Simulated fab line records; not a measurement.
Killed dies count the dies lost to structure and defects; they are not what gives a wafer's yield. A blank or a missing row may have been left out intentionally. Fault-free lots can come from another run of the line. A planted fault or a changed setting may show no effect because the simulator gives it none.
fab line records ; flow rit_cmos ; part 2 of 2: steps 37 to 48 of 48
[record] lots = 5; wafers = 15; last_day = 6
route steps=202 shown SPACER@126 NSD@131 PSD@142 SDANNEAL@153 PLDD@159 NLDD@160 SILICIDE@161 CONTACT@168
lots untouched by any fault: they come from a run of this same line in which no faults occurred
start_h: start of the lot's first displayed wafer, in hours after the record's first day ; wait_h: how many hours have passed since the lot's step before this one ; " unchanged from the row above ; L1.1+2: several wafers, shown together as one row ; - value missing, or start not given ; * or withheld: withheld ; < > ~ a bound
route shown NAME@n: NAME is a module with steps in the file, n the number in the route of the first one ; usual: average and standard deviation across the fault-free wafers ; same: alike in all rows ; chamber/n: place in a boat ; sites: the reading at each site ; _std_site: the values' standard deviation ; _edge_site: inner sites' mean taken away from outer sites' mean ; radius_mm: how far each site lies from the wafer's centre ; mask NAME#n: copy n ; behind: the most recent tool/chamber to have shaped the wafer ; hold: what put the lot on hold/how long, in hours/how the hold closed ; device: the n, p or np transistor that did not switch ; end of line: the tests these same wafers got at the end of their route ; where a step has no rows: the recipe by itself ; killed: the dies lost at the first sort to structure and to defects; this is not the yield of the wafer ; map: a wafer's dies, marking killed ones x, the rest . and places with no die _
set.NAME: the setting that was run; set.NAME@STEP: the one run at that earlier step ; model.NAME: the simulator's own value behind a step, which no gauge read
lots at some steps of the route; a table a step, a row a wafer
services: the hour from which a tool's chamber was out of use, counted from the record's first day as start_h (under 0 if before that day), plus the number of hours and why
[[steps]]
[step RIT_SILICIDE_SPUTTER_01]
[recipe] material = Ti; target_thk_nm = 30; power_w = 350; chamber_pressure_pa = 0.667; gas = Ar; time_s = 229.8; substrate_temp_c = 25
[usual] substrate_temp_c = 25.00/0.1; throttle_valve_pct = 30.2/0.55
lot.wafer;tool;chamber;start_h;wait_h;substrate_temp_c;throttle_valve_pct
L078.2;pvd_sputter-02;-;74.19;0.0;25.05;30.3
L078.3;pvd_sputter-02;-;74.19;0.0;25.16;30.4
L078.4;pvd_sputter-02;-;74.19;0.0;24.98;29.8
L079.2;pvd_sputter-04;-;76.63;0.0;24.97;30.1
L079.4;pvd_sputter-04;-;76.63;0.0;25.23;30.1
L079.5;pvd_sputter-04;-;76.63;0.0;25.03;30.2
L084.1;pvd_sputter-04;-;105.21;0.0;24.99;30.2
L084.3;pvd_sputter-04;-;105.21;0.0;24.90;29.9
L084.5;pvd_sputter-04;-;105.21;0.0;25.10;31.3
L090.1;pvd_sputter-04;-;136.48;0.0;25.04;30.4
L090.3;pvd_sputter-04;-;136.48;0.0;25.10;31.5
L090.4;pvd_sputter-04;-;136.48;0.0;24.96;30.1
L091.1;pvd_sputter-02;-;138.11;0.0;24.98;30.5
L091.3;pvd_sputter-02;-;138.11;0.0;25.09;29.9
L091.5;pvd_sputter-02;-;138.11;0.0;24.99;30.4
[step RIT_SILICIDE_RS_MEAS_02]
[recipe] thk_meas_gauge = four-point-probe; reads = Ti_of_SILICIDE_SPUTTER_01
[usual] SILICIDE_TI_RS = 50.3/0.56
lot.wafer;tool;chamber;start_h;wait_h;SILICIDE_TI_RS[ohm/sq]
L078.2;film_metro-04;-;74.36;0.1;50.9
L078.3;film_metro-04;-;74.36;0.1;51.1
L078.4;film_metro-04;-;74.36;0.1;50.4
L079.2;film_metro-01;-;76.80;0.1;49.7
L079.4;film_metro-01;-;76.80;0.1;50.1
L079.5;film_metro-01;-;76.80;0.1;50.2
L084.1;film_metro-02;-;105.36;0.1;49.9
L084.3;film_metro-02;-;105.36;0.1;50.2
L084.5;film_metro-02;-;105.36;0.1;50.3
L090.1;film_metro-01;-;136.63;0.1;51.0
L090.3;film_metro-01;-;136.63;0.1;50.7
L090.4;film_metro-01;-;136.63;0.1;50.3
L091.1;film_metro-04;-;138.26;0.1;51.0
L091.3;film_metro-04;-;138.26;0.1;50.7
L091.5;film_metro-04;-;138.26;0.1;51.4
[step RIT_SILICIDE_THK_MEAS_03]
[recipe] thk_meas_gauge = xrf; reads = Ti_of_SILICIDE_SPUTTER_01
[usual] SILICIDE_TI_THK = 29.1/0.31
lot.wafer;tool;chamber;start_h;wait_h;SILICIDE_TI_THK[nm]
L078.2;film_metro-04;-;74.47;0.1;28.8
L078.3;film_metro-04;-;74.47;0.1;28.8
L078.4;film_metro-04;-;74.47;0.1;29.0
L079.2;film_metro-01;-;76.91;0.1;29.1
L079.4;film_metro-01;-;76.91;0.1;29.0
L079.5;film_metro-01;-;76.91;0.1;28.9
L084.1;film_metro-02;-;105.48;0.1;29.6
L084.3;film_metro-02;-;105.48;0.1;29.4
L084.5;film_metro-02;-;105.48;0.1;29.2
L090.1;film_metro-01;-;136.75;0.1;28.5
L090.3;film_metro-01;-;136.75;0.1;28.6
L090.4;film_metro-01;-;136.75;0.1;28.9
L091.1;film_metro-04;-;138.38;0.1;29.0
L091.3;film_metro-04;-;138.38;0.1;29.0
L091.5;film_metro-04;-;138.38;0.1;28.8
[step RIT_SILICIDE_RTA_04]
[recipe] temp_c = 650; time_s = 10; idle_temp_c = 25; ramp_up_s = 5; ramp_down_s = 5; cool_to_c = 25; ambient = N2
[usual] wafer_temp_C_max = 652.5/0.87
lot.wafer;tool;chamber;start_h;wait_h;wafer_temp_C_max
L078.2;rtp_anneal-01;0;74.53;0.1;654.1
L078.3;rtp_anneal-01;0;74.53;0.1;653.2
L078.4;rtp_anneal-01;0;74.53;0.1;653.2
L079.2;rtp_anneal-02;0;76.97;0.1;651.6
L079.4;rtp_anneal-02;0;76.97;0.1;651.8
L079.5;rtp_anneal-02;0;76.97;0.1;652.3
L084.1;rtp_anneal-01;0;105.54;0.1;653.1
L084.3;rtp_anneal-01;0;105.54;0.1;651.9
L084.5;rtp_anneal-01;0;105.54;0.1;652.7
L090.1;rtp_anneal-01;0;136.81;0.1;653.6
L090.3;rtp_anneal-01;0;136.81;0.1;652.6
L090.4;rtp_anneal-01;0;136.81;0.1;653.2
L091.1;rtp_anneal-02;0;138.44;0.1;651.8
L091.3;rtp_anneal-02;0;138.44;0.1;652.1
L091.5;rtp_anneal-02;0;138.44;0.1;651.5
[step RIT_SILICIDE_WET_ETCH_05]
[recipe] chemistry = SPM; target = Ti; temp_c = 90; time_s = 120; dry = n2_spin
lot.wafer;tool;chamber;start_h;wait_h
L078.2+3+4;wet_bench-01;1;74.58;0.0
L079.2+4+5;wet_bench-02;1;77.03;0.0
L084.1+3+5;wet_bench-01;2;105.66;0.1
L090.1+3+4;wet_bench-02;1;136.88;0.1
L091.1+3+5;wet_bench-02;2;138.50;0.1
[step RIT_SILICIDE_RTA_06]
[recipe] temp_c = 750; time_s = 10; idle_temp_c = 25; ramp_up_s = 5; ramp_down_s = 10; cool_to_c = 25; ambient = N2
[usual] wafer_temp_C_max = 752.9/1.1
lot.wafer;tool;chamber;start_h;wait_h;wafer_temp_C_max
L078.2;rtp_anneal-02;0;74.64;0.0;752.5
L078.3;rtp_anneal-02;0;74.64;0.0;751.4
L078.4;rtp_anneal-02;0;74.64;0.0;752.4
L079.2;rtp_anneal-01;0;77.08;0.0;753.3
L079.4;rtp_anneal-01;0;77.08;0.0;754.1
L079.5;rtp_anneal-01;0;77.08;0.0;753.4
L084.1;rtp_anneal-02;0;105.70;0.0;752.4
L084.3;rtp_anneal-02;0;105.70;0.0;752.5
L084.5;rtp_anneal-02;0;105.70;0.0;752.5
L090.1;rtp_anneal-02;0;136.92;0.0;751.6
L090.3;rtp_anneal-02;0;136.92;0.0;752.3
L090.4;rtp_anneal-02;0;136.92;0.0;751.8
L091.1;rtp_anneal-01;0;138.55;0.0;753.2
L091.3;rtp_anneal-01;0;138.55;0.0;753.6
L091.5;rtp_anneal-01;0;138.55;0.0;754.0
[step RIT_CONTACT_CVD_00]
[recipe] material = SiO2; target_thk_nm = 400; precursor = TEOS; temp_c = 390; time_s = 61; rf_w = 400
[usual] heater_power_w = 315/51
lot.wafer;tool;chamber;start_h;wait_h;heater_power_w
L078.2;pecvd-02;2;74.70;0.0;307
L078.3;pecvd-02;1;74.70;0.0;269
L078.4;pecvd-02;0;74.70;0.0;237
L079.2;pecvd-01;2;77.14;0.0;355
L079.4;pecvd-01;0;77.14;0.0;297
L079.5;pecvd-01;1;77.14;0.0;281
L084.1;pecvd-02;2;105.77;0.1;294
L084.3;pecvd-02;0;105.77;0.1;249
L084.5;pecvd-02;2;105.77;0.1;307
L090.1;pecvd-02;1;136.99;0.1;326
L090.3;pecvd-02;0;136.99;0.1;229
L090.4;pecvd-02;0;136.99;0.1;239
L091.1;pecvd-01;2;138.62;0.1;363
L091.3;pecvd-01;0;138.62;0.1;283
L091.5;pecvd-01;0;138.62;0.1;289
[step RIT_CONTACT_THK_MEAS_01]
[recipe] reads = SiO2_of_CONTACT_CVD_00
[usual] CONTACT_TEOS_THK = 399/4.7
lot.wafer;tool;chamber;start_h;wait_h;CONTACT_TEOS_THK[nm]
L078.2;film_metro-03;-;74.76;0.0;391
L078.3;film_metro-03;-;74.76;0.0;390
L078.4;film_metro-03;-;74.76;0.0;399
L079.2;film_metro-02;-;77.20;0.0;396
L079.4;film_metro-02;-;77.20;0.0;396
L079.5;film_metro-02;-;77.20;0.0;401
L084.1;film_metro-03;-;105.82;0.0;397
L084.3;film_metro-03;-;105.82;0.0;399
L084.5;film_metro-03;-;105.82;0.0;403
L090.1;film_metro-02;-;137.04;0.0;394
L090.3;film_metro-02;-;137.04;0.0;395
L090.4;film_metro-02;-;137.04;0.0;403
L091.1;film_metro-03;-;138.67;0.0;401
L091.3;film_metro-03;-;138.67;0.0;393
L091.5;film_metro-03;-;138.67;0.0;406
[step RIT_CONTACT_HMDS_02]
[recipe] prime_time_s = 60; prime_temp_c = 140
lot.wafer;tool;chamber;start_h;wait_h
L078.2+3+4;litho_track-03;0;74.83;0.1
L079.2+4+5;litho_track-01;0;77.27;0.1
L084.1+3+5;litho_track-03;0;105.88;0.1
L090.1+3+4;litho_track-01;0;137.10;0.1
L091.1+3+5;litho_track-01;0;138.73;0.1
[step RIT_CONTACT_COAT_03]
[recipe] resist = NOVOLAK; spin_rpm = 3250; resist_thk_nm = 1000
lot.wafer;tool;chamber;start_h;wait_h
L078.2+3+4;litho_track-03;0;74.98;0.1
L079.2+4+5;litho_track-01;0;77.42;0.1
L084.1+3+5;litho_track-03;0;106.03;0.1
L090.1+3+4;litho_track-01;0;137.25;0.1
L091.1+3+5;litho_track-01;0;138.88;0.1
[step RIT_CONTACT_SOFTBAKE_04]
[recipe] resist = NOVOLAK; temp_c = 90; time_s = 58.15
lot.wafer;tool;chamber;start_h;wait_h
L078.2+3+4;litho_track-03;0;75.13;0.1
L079.2+4+5;litho_track-01;0;77.57;0.1
L084.1+3+5;litho_track-03;0;106.18;0.1
L090.1+3+4;litho_track-01;0;137.40;0.1
L091.1+3+5;litho_track-01;0;139.03;0.1
[step RIT_CONTACT_EXPOSE_05]
[recipe] mask_id = M11; na = 0.6; source_shape = conventional; sigma_outer = 0.5; target_cd_nm = 1000; dose_mj = 250
lot.wafer;tool;chamber;start_h;wait_h;mask
L078.2+3+4;iline_stepper-01;0;75.40;0.2;M11#0
L079.2+4+5;iline_stepper-02;0;77.84;0.2;M11#0
L084.1+3+5;iline_stepper-01;0;106.33;0.1;M11#0
L090.1+3+4;iline_stepper-01;0;137.55;0.1;M11#0
L091.1+3+5;iline_stepper-01;0;139.18;0.1;M11#0
[[services]]
tool;chamber;start_h;hours;kind
rtp_anneal-02;-;44.45;3.1;pm
plasma_asher-03;-;45.49;2.8;repair
iline_stepper-01;-;49.53;1.7;pm
rie_diel-03;1;59.21;9.7;repair
rtp_anneal-01;-;62.40;5.4;pm
rie_diel-03;1;69.05;-;clean
iline_stepper-01;-;71.82;3.2;repair
rie_diel-01;0;73.65;-;clean
rie_diel-01;0;73.65;18.6;scheduled_down
rie_diel-01;0;73.65;18.6;vent_cycle
plasma_asher-03;-;78.11;4.9;repair
rie_diel-01;2;79.10;2.7;repair
pvd_sputter-04;-;83.32;7.8;repair
implanter-01;-;86.10;4.9;pm
iline_stepper-01;-;94.47;6.9;repair
plasma_asher-02;-;108.75;9.0;pm
plasma_asher-02;0;108.75;9.0;vent_cycle
plasma_asher-02;1;108.75;9.0;vent_cycle
rie_diel-03;0;108.92;5.8;repair
rie_diel-02;2;110.75;1.8;repair
plasma_asher-02;0;117.75;-;clean
plasma_asher-02;1;117.75;-;clean
implanter-04;-;127.24;5.9;repair
iline_stepper-01;0;138.15;-;calibration
